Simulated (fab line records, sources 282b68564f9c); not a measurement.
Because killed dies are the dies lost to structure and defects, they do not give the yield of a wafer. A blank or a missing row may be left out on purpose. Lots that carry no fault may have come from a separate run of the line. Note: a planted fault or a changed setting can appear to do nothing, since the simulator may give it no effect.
Comparing a struck lot with a sound one / flow rit-cmos / 34 steps out of a route of 202
Sound: these wafers, L773.2, L773.4, L773.5. The struck wafers were L784.1, L784.3, L784.5. The cause comes at the end.
Order at every step that has rows: each side's tool, ch and its chambers, its first start. Under that, the readings that differ: sound wafers / struck wafers / difference of the means / sigmas: that difference in standard deviations of wafers without a fault.
alike: readings with means less than 2 such deviations apart, plus words and numbers identical on both sides. not compared: withheld readings, readings lacking a value on some wafer, bounds such as >300 that could conceal the same value, and numbers that have no deviation in the record and whose values overlap.
Wherever a step has rows on one side only, a row that says differs or no value, or a row with sigmas, the two part there. Numbers that have no deviation but don't overlap get no sigmas and don't part them. A reading missing from all wafers of one side parts the sides only when that side holds two or more wafers.

first, 2 steps without rows for these wafers: RIT_SPACER_CLEAN_02 (cleans in SC2, time 600 s); RIT_SPACER_CVD_03 (deposits Si3N4 from SiH2Cl2/NH3, target thk 250 nm, time 3300 s).
RIT_SPACER_THK_MEAS_04:
  struck on film-metro-02, day 6 16:58; sound on film-metro-02, day 4 09:06
reading=SPACER_NITRIDE_THK (nm); sound=255.3 255.3 255.2; struck=249.6 247.7 249.9; difference=-6.2; sigmas=-2
RIT_SPACER_ETCHBACK_05: etches Si3N4 in SF6/CHF3, stops on SiO2, target depth 250 nm, time 240 s.
  sound on rie-diel-02 ch 1,2, day 4 09:09; struck on rie-diel-01 ch 0,2,3, day 6 17:02
  alike: drypump-motor-current-A, oes-product-au, throttle-valve-pct
  not compared: rf-hours-counter-h
then, 6 steps without rows for these wafers: RIT_NSD_HMDS_00 (prime time 60 s); RIT_NSD_COAT_01 (resist thk 1000 nm); RIT_NSD_SOFTBAKE_02 (time 60 s); RIT_NSD_EXPOSE_03 (exposes mask M9, target cd 40700 nm); RIT_NSD_PEB_04; RIT_NSD_DEVELOP_05 (develop time 50 s).
RIT_NSD_OVL_MEAS_06:
  struck on overlay-01, day 6 18:10; sound on overlay-01, day 4 10:17
  alike: NSD_OVL
then, 1 step without rows for these wafers: RIT_NSD_HARDBAKE_07 (time 60 s).
RIT_NSD_IMPLANT_08:
  sound on implanter-01 ch 0, day 4 10:29; struck on implanter-01 ch 0, day 6 18:21
reading=dose-ions-cm2; sound=9.993e+14 1e+15 9.988e+14; struck=9.329e+14 9.324e+14 9.32e+14; difference=-6.693e+13; sigmas=-56
reading=faraday-current-uA; sound=3213 3206 3185; struck=2987 2929 2892; difference=-265; sigmas=-4
RIT_NSD_STRIP_09: strips in O2, time 180 s.
  sound on plasma-asher-01 ch 0,1, day 4 10:37; struck on plasma-asher-02 ch 0,1, day 6 18:30
  alike: drypump-motor-current-A
  not compared: rf-hours-counter-h
RIT_NSD_TW_MEAS_10:
  struck on film-metro-02, day 6 18:40; sound on film-metro-04, day 4 10:47
reading=NSD_TW; sound=3175 3154 3166; struck=3067 3043 3058; difference=-109; sigmas=-2
then, 6 steps without rows for these wafers: RIT_PSD_HMDS_00 (prime time 60 s); RIT_PSD_COAT_01 (resist thk 1000 nm); RIT_PSD_SOFTBAKE_02 (time 60 s); RIT_PSD_EXPOSE_03 (exposes mask M10, target cd 40900 nm); RIT_PSD_PEB_04; RIT_PSD_DEVELOP_05 (develop time 50 s).
RIT_PSD_OVL_MEAS_06:
  struck on overlay-01, day 6 19:43; sound on overlay-01, day 4 11:42
reading=PSD_OVL (nm); sound=-2.5 -4.1 -3.9; struck=-0.1 2.5 0.8; difference=+4.6; sigmas=+3
then, 2 steps without rows for these wafers: RIT_PSD_HARDBAKE_07 (time 60 s); RIT_PSD_IMPLANT_08.
RIT_PSD_STRIP_09: strips in O2, time 180 s.
  sound on plasma-asher-04 ch 0,1, day 4 12:02; struck on plasma-asher-03 ch 1, day 6 20:02
  alike: drypump-motor-current-A
  not compared: rf-hours-counter-h
RIT_PSD_TW_MEAS_10:
  struck on film-metro-01, day 6 20:13; sound on film-metro-04, day 4 12:13
reading=PSD_TW; sound=3484 3486 3475; struck=3317 3316 3342; difference=-157; sigmas=-3
then, 3 steps without rows for these wafers: RIT_SDANNEAL_CLEAN_00 (cleans in SC1, time 600 s); RIT_SDANNEAL_CLEAN_01 (cleans in dHF, time 30 s); RIT_SDANNEAL_CLEAN_02 (cleans in SC2, time 600 s).
RIT_SDANNEAL_RTA_03: time 5 s.
  sound on rtp-anneal-02 ch 0, day 4 12:40; struck on rtp-anneal-02 ch 0, day 6 20:38
  alike: chamber-o2-ppm, wafer_temp_C_max
RIT_SDANNEAL_RS_MEAS_04: measures by four-point-probe.
  struck on film-metro-02, day 6 20:42; sound on film-metro-01, day 4 12:43
  alike: PSD_RS
RIT_SDANNEAL_RS_MEAS_05: measures by four-point-probe.
  struck on film-metro-02, day 6 20:49; sound on film-metro-01, day 4 12:50
reading=NSD_RS (ohm/sq); sound=85.1 85.0 85.2; struck=89.2 89.6 88.9; difference=+4.1; sigmas=+13
RIT_SDANNEAL_RS_MEAS_06: measures by four-point-probe.
  struck on film-metro-02, day 6 20:56; sound on film-metro-01, day 4 12:58
  alike: PLDD_RS
RIT_M1_PROBE_99:
  struck on prober-02, day 7 04:14; sound on prober-02, day 4 20:07
reading=model.etest.contact-nplus.end-ohm-um; sound=43.45 41.56 41.97; struck=45.05 47.31 46.39; difference=+3.92; sigmas=
  alike: killed-at-contacts, killed-at-front-end, killed-dies, killed-open, killed-short

## WHERE THEY PART
At RIT_SPACER_THK_MEAS_04 first; at RIT_SDANNEAL_RS_MEAS_05 last (within this record only). Later steps at which nothing parts them and some readings are alike: RIT_SDANNEAL_RS_MEAS_06, RIT_M1_PROBE_99.

WHY: what the simulator had put in
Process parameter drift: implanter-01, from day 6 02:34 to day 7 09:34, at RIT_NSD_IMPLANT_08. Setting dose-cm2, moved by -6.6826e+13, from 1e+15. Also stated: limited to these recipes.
